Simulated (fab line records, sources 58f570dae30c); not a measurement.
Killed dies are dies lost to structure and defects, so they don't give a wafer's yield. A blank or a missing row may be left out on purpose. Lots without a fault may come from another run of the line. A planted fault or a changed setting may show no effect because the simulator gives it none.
Which tool did it? | flow berkeley_cmos170 | 7 lots, 21 wafers sampled, at 3 steps of a route of 331

WHAT THE GAUGES READ, wafer by wafer
UCB170_PLDD_CD_MEAS_06: target cd 1200 nm.
lot  | measured     | on        | cd_nm (nm)
L375 | day 6 06:02  | cd_sem-02 | 1199.5 1199.9 1199.2
L379 | day 7 07:54  | cd_sem-01 | 1200.6 1201.5 1200.0
L392 | day 10 10:22 | cd_sem-01 | 1202.1 1202.5 1203.8
L396 | day 10 13:17 | cd_sem-01 | 1200.1 1200.8 1201.6
L395 | day 10 11:08 | cd_sem-02 | 1202.9 1200.7 1200.7

WHICH TOOL RAN EACH LOT (tool, then ch and the chambers of the sampled wafers, then the start)
lot  | UCB170_NWELL_STRIP_15               | UCB170_WELLDRIVE_ANNEAL_03
L375 | plasma_asher-04 ch 0,1, day 2 13:11 | furnace-03 ch 0, day 3 20:52
L379 | plasma_asher-04 ch 0,1, day 3 21:21 | furnace-03 ch 0, day 5 03:16
L382 | plasma_asher-01 ch 0,1, day 4 11:14 | furnace-03, day 6 01:13
L384 | plasma_asher-04 ch 0,1, day 4 14:59 | furnace-03, day 6 01:13
L392 | plasma_asher-04 ch 0,1, day 6 06:35 | furnace-02 ch 0, day 7 18:51
L396 | plasma_asher-01 ch 1, day 6 21:28   | furnace-03 ch 0, day 8 05:52
L395 | plasma_asher-01 ch 0,1, day 6 21:50 | furnace-03 ch 0, day 8 05:52
- UCB170_NWELL_STRIP_15: strips in O2.
- UCB170_WELLDRIVE_ANNEAL_03: time 900 s.

THE ANSWER, worked out from the rows above alone
Rule: what is usual is taken from the lots themselves. Put in order of their means at a reading, lots are off if they are a third of the lots or fewer, leave a main group of 4 or more, and stand apart from it by a gap of 3 or more times the standard deviation of the main group's means; of several such gaps the widest counts. A main group whose means are all the same, to the digits that the tables above print for the reading, isn't used. A lot without any number at a reading at which 4 lots or more have one is off too. The other lots that the step has rows for count as sound.
No lot is off at any reading shown: from this, nothing can be told.

WHAT THE SIMULATOR HAD PUT IN
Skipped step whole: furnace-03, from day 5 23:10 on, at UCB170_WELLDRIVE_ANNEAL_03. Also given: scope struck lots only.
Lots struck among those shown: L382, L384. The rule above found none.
